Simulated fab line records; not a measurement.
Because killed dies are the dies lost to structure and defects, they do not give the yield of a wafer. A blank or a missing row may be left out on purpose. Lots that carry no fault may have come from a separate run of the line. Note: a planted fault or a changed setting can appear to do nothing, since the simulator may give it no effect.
Which tool was responsible?    flow rit cmos    39 wafers from 13 lots sampled at 4 of the route's 202 steps

== WHAT THE GAUGES READ, wafer by wafer ==
RIT_ACTIVE_THK_MEAS_04. Usual: ACTIVE_NITRIDE_THK typically reads 150.4 nm, with standard deviation 1.4.
lot   measured     on             ACTIVE_NITRIDE_THK (nm)  flag
L158  day 1 18:32  film metro-03  153.5 152.8 153.4        
L159  day 1 23:32  film metro-01  150.1 149.3 149.1        
L161  day 2 09:32  film metro-03  152.5 152.4 152.2        
L162  day 2 14:32  film metro-01  152.0 151.5 152.6        
L163  day 2 19:32  film metro-03  151.8 152.2 152.4        
L164  day 3 00:32  film metro-02  150.2 149.0 148.8        
L165  day 3 05:34  film metro-03  149.8 150.4 150.2        
L167  day 3 16:22  film metro-02  150.5 150.1 150.7        
L168  day 3 20:44  film metro-02  149.5 149.1 148.4        
L169  day 4 01:35  film metro-03  150.7 150.8 150.0        
L173  day 4 22:49  film metro-03  150.9 150.1 149.2        
L177  day 5 18:31  film metro-01  153.7 153.2 154.3        
L178  day 6 00:16  film metro-03  149.9 150.6 150.3        

RIT_GATE_CD_MEAS_16: target cd 150 nm. Usual: cd nm 150.5 nm, standard deviation 2.5.
lot   measured     on         cd nm (nm)         flag
L158  day 2 16:55  cd sem-01  151.4 150.8 147.8  
L159  day 2 23:58  cd sem-01  151.9 150.0 150.8  
L161  day 3 09:15  cd sem-02  149.8 151.1 150.2  
L162  day 3 13:31  cd sem-02  150.8 155.0 152.5  
L163  day 3 20:28  cd sem-01  153.4 155.5 153.4  
L164  day 4 02:22  cd sem-01  150.4 150.7 149.2  
L165  day 4 05:26  cd sem-01  149.2 149.2 149.5  
L167  day 4 15:53  cd sem-02  150.4 148.8 151.3  
L168  day 4 23:06  cd sem-02  148.8 146.5 150.6  
L169  day 5 05:58  cd sem-01  149.6 151.5 149.7  
L173  day 6 07:05  cd sem-02  147.7 146.8 146.6  
L177  day 6 20:47  cd sem-01  148.6 146.2 147.5  
L178  day 7 03:51  cd sem-02  151.5 152.4 152.4  

RIT_M1_CD_MEAS_09: target cd 2600 nm. Usual: cd nm 2599.9 nm, standard deviation 1.7.
lot   measured     on         cd nm (nm)            flag
L158  day 3 10:18  cd sem-02  2600.6 2598.3 2599.4  
L159  day 3 17:28  cd sem-01  2601.0 2601.6 2600.1  
L161  day 4 02:28  cd sem-02  2599.9 2600.1 2599.6  
L162  day 4 06:55  cd sem-02  2599.3 2599.9 2598.4  
L163  day 4 14:38  cd sem-01  2600.2 2601.2 2600.4  
L164  day 4 19:47  cd sem-02  2602.3 2601.0 2601.9  
L165  day 4 23:48  cd sem-01  2600.2 2597.8 2596.6  
L167  day 5 10:16  cd sem-02  2600.1 2599.7 2598.3  
L168  day 5 17:28  cd sem-02  2597.4 2598.8 2600.8  
L169  day 6 03:19  cd sem-02  2601.2 2600.5 2601.9  
L173  day 7 01:25  cd sem-02  2596.1 2597.6 2597.6  
L177  day 7 16:25  cd sem-02  2600.2 2599.4 2600.2  
L178  day 7 21:32  cd sem-02  2597.1 2599.0 2600.0  

== EACH LOT AND THE TOOL THAT RAN IT (in order: tool; ch and the chambers of the sampled wafers; start) ==
lot   RIT_SPACER_ETCHBACK_05
L158  rie diel-02 ch 0,1,3, day 3 01:54
L159  rie diel-03 ch 2,3, day 3 09:07
L161  rie diel-02 ch 0,1,3, day 3 18:10
L162  rie diel-03 ch 0,2, day 3 22:36
L163  rie diel-03 ch 1,2,3, day 4 06:18
L164  rie diel-02 ch 0,1,2, day 4 11:29
L165  rie diel-04 ch 2,3, day 4 15:19
L167  rie diel-03 ch 1,2, day 5 01:50
L168  rie diel-03 ch 0,1,2, day 5 09:05
L169  rie diel-03 ch 2,3, day 5 18:54
L173  rie diel-04 ch 0,2, day 6 17:09
L177  rie diel-04 ch 0,2, day 7 07:29
L178  rie diel-02 ch 1,2,3, day 7 13:16
- RIT_SPACER_ETCHBACK_05: etches Si3N4 in SF6/CHF3, stops on SiO2, target depth 250 nm, time 240 s.

== WHAT THE TOOLS THEMSELVES READ (means of the sampled wafers that have a number; where no wafer has one, the mark that the record gives instead) ==
RIT_SPACER_ETCHBACK_05. Usual: CHF3_flow_sccm 29.99 sccm, standard deviation 0.094; SF6_flow_sccm 30.01 sccm, standard deviation 0.09; drypump motor current A 5.6 A, standard deviation 0.49; oes product au 0.850 a.u., standard deviation 0.013; throttle valve pct 10.30 %, standard deviation 0.17.
lot   tool         CHF3_flow_sccm (sccm)  SF6_flow_sccm (sccm)  drypump motor current A (A)  oes product au (a.u.)  throttle valve pct (%)  flag
L158  rie diel-02  29.95                  29.95                 5.2                          0.843                  10.16                   
L159  rie diel-03  30.00                  30.06                 6.4                          0.841                  10.24                   
L161  rie diel-02  30.02                  29.99                 5.2                          0.843                  10.15                   
L162  rie diel-03  29.97                  30.00                 6.3                          0.865                  10.40                   
L163  rie diel-03  29.98                  30.10                 6.2                          0.852                  10.38                   
L164  rie diel-02  30.02                  30.02                 5.3                          0.844                  10.19                   
L165  rie diel-04  29.94                  30.00                 5.7                          0.824                  10.42                   
L167  rie diel-03  30.01                  30.04                 6.0                          0.859                  10.52                   
L168  rie diel-03  29.90                  29.95                 6.1                          0.865                  10.48                   
L169  rie diel-03  29.97                  29.98                 6.4                          0.847                  10.29                   
L173  rie diel-04  30.00                  30.11                 5.4                          0.850                  10.34                   
L177  rie diel-04  29.96                  30.09                 5.4                          0.854                  10.35                   
L178  rie diel-02  30.13                  30.00                 5.2                          0.842                  10.11                   

== THE ANSWER, worked out from the rows above alone ==
Rule: a lot counts as off when the mean over its wafers that have a number is more than 3 standard deviations away from the usual mean. Also off: a lot with no number at a reading for which 4 or more lots have one. The other lots that the step has rows for count as sound. The gauges are gone through in route order, then the tools' own readings, and for those a lot's mean is taken as printed above. At the first step where some lot is off, the reading lying furthest off is the one used; lots without a number count as furthest.
None of the lots is off at any reading shown; this tells nothing.

== WHAT WAS PUT IN BY THE SIMULATOR ==
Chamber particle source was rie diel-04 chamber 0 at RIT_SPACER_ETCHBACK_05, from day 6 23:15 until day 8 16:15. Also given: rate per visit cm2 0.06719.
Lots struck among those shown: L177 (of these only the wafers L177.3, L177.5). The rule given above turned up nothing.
